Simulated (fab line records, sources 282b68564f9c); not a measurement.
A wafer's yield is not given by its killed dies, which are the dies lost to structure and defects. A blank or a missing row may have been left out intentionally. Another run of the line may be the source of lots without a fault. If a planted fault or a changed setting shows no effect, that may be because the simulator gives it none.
Which tool was responsible?	flow rit_cmos	42 wafers from 14 lots sampled at 2 of the route's 202 steps

## WHAT EACH GAUGE READ, for each wafer
Not one reading of a measure or inspect step in the record can be checked against a usual standard deviation.

## EACH LOT AND THE TOOL THAT RAN IT (in order: tool; ch and the chambers of the sampled wafers; start)
lot	RIT_NSD_SOFTBAKE_02	RIT_M1_PROBE_99
L266	litho_track-02 ch 0, day 3 00:25	prober-02, day 3 11:43
L267	litho_track-02 ch 0, day 3 03:37	-
L268	litho_track-03 ch 0, day 3 09:19	-
L269	litho_track-03 ch 0, day 3 15:18	prober-01, day 4 01:52
L271	litho_track-02 ch 0, day 4 01:55	-
L272	litho_track-03 ch 0, day 4 06:33	-
L276	litho_track-02 ch 0, day 5 03:58	-
L277	litho_track-02 ch 0, day 5 06:37	-
L278	litho_track-01 ch 0, day 5 11:54	-
L279	litho_track-01 ch 0, day 5 16:29	-
L280	litho_track-01 ch 0, day 5 21:01	-
L287	litho_track-01 ch 0, day 7 07:49	-
L288	litho_track-03 ch 0, day 7 13:08	prober-02, day 8 00:44
L289	litho_track-03 ch 0, day 7 17:03	prober-01, day 8 03:53
- RIT_NSD_SOFTBAKE_02: time 60 s.
- RIT_M1_PROBE_99

## WHAT THE TOOLS THEMSELVES READ (means of the sampled wafers that have a number; where no wafer has one, the mark that the record gives instead)
RIT_NSD_SOFTBAKE_02.
lot	tool	run_length_s (s)
L266	litho_track-02	89.35
L267	litho_track-02	89.33
L268	litho_track-03	88.80
L269	litho_track-03	88.71
L271	litho_track-02	89.32
L272	litho_track-03	88.83
L276	litho_track-02	97.66
L277	litho_track-02	97.54
L278	litho_track-01	88.93
L279	litho_track-01	89.00
L280	litho_track-01	89.11
L287	litho_track-01	89.00
L288	litho_track-03	88.81
L289	litho_track-03	88.80

RIT_M1_PROBE_99.
lot	tool	killed_at_contacts	killed_at_front_end	killed_dies	killed_open	killed_short
L266	prober-02	0.3	8.7	9.0	5.0	4.0
L269	prober-01	0.3	6.0	6.3	3.7	2.7
L288	prober-02	0.3	8.3	8.7	4.3	4.0
L289	prober-01	0.0	8.7	8.7	5.0	3.0

## THE ANSWER, worked out from the rows above alone
Rule: the lots themselves supply what counts as usual. Put in order of their means at a reading, lots are off if they are a third of the lots or fewer, leave a main group of 4 or more, and stand apart from it by a gap of 3 or more times the standard deviation of the main group's means; of several such gaps the widest counts. A main group is skipped when, at the precision printed for the reading in the tables above, its means are all equal. Also off: a lot with no number at a reading for which 4 or more lots have one. Where the step has rows for the other lots, those lots are counted as sound. Order of review: gauges by route order, followed by the tools' own readings, for which a lot's mean as printed above is used. At the first step where some lot is off, the reading lying furthest off is the one used; lots without a number count as furthest.
Off at RIT_NSD_SOFTBAKE_02 (run_length_s): L276, L277. For the main group the mean is 89.00 s and the standard deviation 0.22.
If a tool, at that step or one of the process steps before it, ran each lot that is off and ran no sound lot following the first of them, it fits. One fits: litho_track-02 at RIT_NSD_SOFTBAKE_02. Its last sound lot is L271 (day 4 01:55), its first lot that is off L276 (day 5 03:58): a fault that began between those two fits.
The tool's own readings at RIT_NSD_SOFTBAKE_02 bear it out: on the lots that are off they differ by more than 5 times the standard deviation of the sound lots' means. run_length_s reads 97.60 s there against 89.00 s on the sound lots.

## WHAT THE SIMULATOR PUT IN
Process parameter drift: litho_track-02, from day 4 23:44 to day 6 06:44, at RIT_NSD_SOFTBAKE_02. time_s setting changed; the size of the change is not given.
Lots struck among those shown: L276, L277. This agrees with what the rule above found.
